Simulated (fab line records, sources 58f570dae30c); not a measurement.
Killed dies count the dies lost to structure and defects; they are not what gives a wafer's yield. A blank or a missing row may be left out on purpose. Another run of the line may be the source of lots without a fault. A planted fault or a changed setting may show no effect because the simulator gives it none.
What tool caused it?	flow berkeleyCmos170	7 lots, 21 wafers sampled, at 2 steps of a route of 331

WHAT THE GAUGES READ, wafer by wafer
UCB170_NWELL_TW_MEAS_16.
lot	measured	on	NWELL_TW
L441	day 2 17:01	filmMetro-03	1239 1231 1234
L444	day 3 05:36	filmMetro-02	1257 1247 1252
L446	day 3 16:40	filmMetro-03	1231 1252 1244
L448	day 4 05:02	filmMetro-03	1234 1241 1231
L452	day 5 04:01	filmMetro-02	1243 1244 1232
L454	day 5 17:02	filmMetro-01	1262 1259 1263
L461	day 7 03:18	filmMetro-02	1252 1255 1257

TOOL THAT RAN EACH LOT (tool first, then ch and the chambers of the sampled wafers, then the start)
lot	UCB170_ZERO_STRIP_07
L441	plasmaAsher-04 ch 0,1, day 2 06:54
L444	plasmaAsher-04 ch 0,1, day 2 19:08
L446	plasmaAsher-04 ch 0,1, day 3 04:46
L448	plasmaAsher-01 ch 0,1, day 3 15:10
L452	plasmaAsher-04 ch 0,1, day 4 15:31
L454	plasmaAsher-03 ch 0,1, day 5 01:31
L461	plasmaAsher-04 ch 0,1, day 6 12:53
- UCB170_ZERO_STRIP_07: strips in O2.

THE ANSWER, worked out from the rows above alone
Rule: what is usual is taken from the lots themselves. The widest of any qualifying gaps counts: lots, ordered by their means at a reading, are off when they make up no more than a third of the lots, leave a main group of 4 or more, and stand apart from it by 3 or more times the standard deviation of that group's means. Not used: any main group whose means are identical at the precision the tables above print for the reading. Also off: a lot with no number at a reading for which 4 or more lots have one. All remaining lots with rows at the step are treated as sound.
Nothing can be told from this: no lot is off at any reading shown.

WHAT WAS PUT IN BY THE SIMULATOR
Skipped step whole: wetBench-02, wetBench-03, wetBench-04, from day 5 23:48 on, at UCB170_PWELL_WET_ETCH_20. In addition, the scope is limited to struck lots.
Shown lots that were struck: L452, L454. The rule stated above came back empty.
